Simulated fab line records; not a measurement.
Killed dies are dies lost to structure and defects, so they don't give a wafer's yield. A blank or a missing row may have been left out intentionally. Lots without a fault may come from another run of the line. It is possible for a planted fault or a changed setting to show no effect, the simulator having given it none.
A lot that was struck, set against a sound lot -- flow rit_cmos -- 33 steps out of a route of 202
Sound: the wafers L284.1, L284.5, L284.6. Wafers L277.1, L277.3, L277.4 were the ones struck. At the end, the cause is stated.
Each step with rows lists, per side, the tool, then ch with its chambers, then its first start. Under that, the readings that differ: sound wafers -- struck wafers -- difference of the means -- sigmas: that difference in standard deviations of wafers without a fault.
alike: words and numbers the same on both sides, and readings whose means are apart by under 2 such deviations; not compared: readings that were withheld, readings missing a value for some wafer, numbers with overlapping values and no deviation given by the record, and bounds like >300 which may hide the same value.
The two part at a step that has a row with sigmas, a row that says differs or no value, or rows on one side only. When numbers do not overlap yet have no deviation, they are printed without sigmas and do not part them. A reading missing from all wafers of one side parts the sides only when that side holds two or more wafers.

RIT_NRETRO_TW_MEAS_10:
  sound on film_metro-03 at day 7 00:28; struck on film_metro-04 at day 5 09:58
  alike: NRETRO_TW
then, 6 steps without rows for these wafers: RIT_PRETRO_HMDS_00 (prime time 60 s); RIT_PRETRO_COAT_01 (resist thk 1300 nm); RIT_PRETRO_SOFTBAKE_02 (time 60 s); RIT_PRETRO_EXPOSE_03 (exposes mask M5, target cd 43700 nm); RIT_PRETRO_PEB_04; RIT_PRETRO_DEVELOP_05 (develop time 68 s).
RIT_PRETRO_OVL_MEAS_06:
  sound on overlay-02 at day 7 01:32; struck on overlay-01 at day 5 11:02
  alike: PRETRO_OVL
then, 2 steps without rows for these wafers: RIT_PRETRO_HARDBAKE_07 (time 120 s); RIT_PRETRO_IMPLANT_08.
RIT_PRETRO_STRIP_09: strips in O2, time 180 s.
  sound on plasma_asher-04 ch 0,1, day 7 01:59; struck on plasma_asher-01 ch 0,1, day 5 11:29
  alike: drypump_motor_current_A
  not compared: rf_hours_counter_h
RIT_PRETRO_TW_MEAS_10:
  sound on film_metro-03 at day 7 02:09; struck on film_metro-01 at day 5 11:39
  alike: PRETRO_TW
RIT_GATE_WET_ETCH_00: etches SiO2 in BOE, target depth 56 nm, time 60 s.
  sound on wet_bench-01 ch 1, day 7 02:13; struck on wet_bench-03 ch 2, day 5 11:43
  no value came back on the struck wafers for bath_heat_duty_pct (%), run_length_s (s), temp_c (C); on the sound wafers bath_heat_duty_pct (%) reads 2.1 0.8 2.7
reading,sound,struck,difference,sigmas
model.SiO2_of_FOX2_OXIDATION_00.thk_nm (nm),268.7 273.2 270.8,314.5 303.4 313.6,+39.6,
model.SiO2_of_ACTIVE_OXIDATION_01.thk_nm (nm),0 0 0,41.38 42.46 41.86,+41.90,
then, 4 steps without rows for these wafers: RIT_GATE_CLEAN_01 (cleans in SC1, time 600 s); RIT_GATE_CLEAN_02 (cleans in dHF, time 30 s); RIT_GATE_CLEAN_03 (cleans in SC2, time 600 s); RIT_GATE_CLEAN_04 (cleans in dHF, time 60 s).
RIT_FOX2_THK_MEAS_91:
  sound on film_metro-04 at day 7 02:38; struck on film_metro-02 at day 5 12:08
reading,sound,struck,difference,sigmas
FIELD_OXIDE_LEFT_2_THK (nm),257 261 259,302 291 301,+39,+5
then, 9 steps without rows for these wafers: RIT_GATE_OXIDATION_05 (target thk 3 nm, ox time 270 s); RIT_GATE_ANNEAL_06 (time 600 s); RIT_GATE_CVD_08 (deposits poly-Si from SiH4, target thk 250 nm, time 2220 s); RIT_GATE_HMDS_10 (prime time 60 s); RIT_GATE_COAT_11 (resist thk 850 nm); RIT_GATE_SOFTBAKE_12 (time 60 s); RIT_GATE_EXPOSE_13 (exposes mask M6, target cd 150 nm); RIT_GATE_PEB_14; RIT_GATE_DEVELOP_15 (develop time 50 s).
RIT_GATE_CD_MEAS_16 targets a cd of 150 nm.
  sound on cd_sem-02 at day 7 19:13; struck on cd_sem-02 at day 5 19:34
  alike: cd_nm
RIT_GATE_OVL_MEAS_17:
  sound on overlay-01 at day 7 19:20; struck on overlay-02 at day 5 19:41
  alike: GATE_OVL
then, 1 step without rows for these wafers: RIT_GATE_HARDBAKE_18 (time 60 s).
RIT_GATE_ETCH_19: etches poly-Si in SF6/CHF3/O2, stops on SiO2, time 165 s, target depth 312.5 nm.
  sound on rie_si-01 ch 1,2, day 7 19:32; struck on rie_si-01 ch 0,1,2, day 5 19:53
reading,sound,struck,difference,sigmas
model.SiO2_of_FOX2_OXIDATION_00.thk_nm (nm),245.1 249.7 247.7,290.9 280.1 290.3,+39.6,
  alike: CHF3_flow_sccm, O2_flow_sccm, drypump_motor_current_A, oes_product_au, throttle_valve_pct
  not compared: rf_hours_counter_h
RIT_GATE_STRIP_20: strips in O2, time 180 s.
  sound on plasma_asher-03 ch 0,1, day 7 19:38; struck on plasma_asher-04 ch 0,1, day 5 19:59
  alike: drypump_motor_current_A
  not compared: rf_hours_counter_h
RIT_M1_PROBE_99:
  sound on prober-02 at day 8 17:04; struck on prober-01 at day 6 21:32
reading,sound,struck,difference,sigmas
killed_at_front_end,3 5 6,264 264 264,+259,+84
killed_dies,3 5 7,264 264 264,+259,+81
killed_on_rim,1 1 1,70 70 70,+69,+49
  alike: killed_at_contacts, killed_open, killed_short

WHERE THEY PART
First at RIT_GATE_WET_ETCH_00; last, within this record, at RIT_M1_PROBE_99.

WHY: whatever the simulator had introduced
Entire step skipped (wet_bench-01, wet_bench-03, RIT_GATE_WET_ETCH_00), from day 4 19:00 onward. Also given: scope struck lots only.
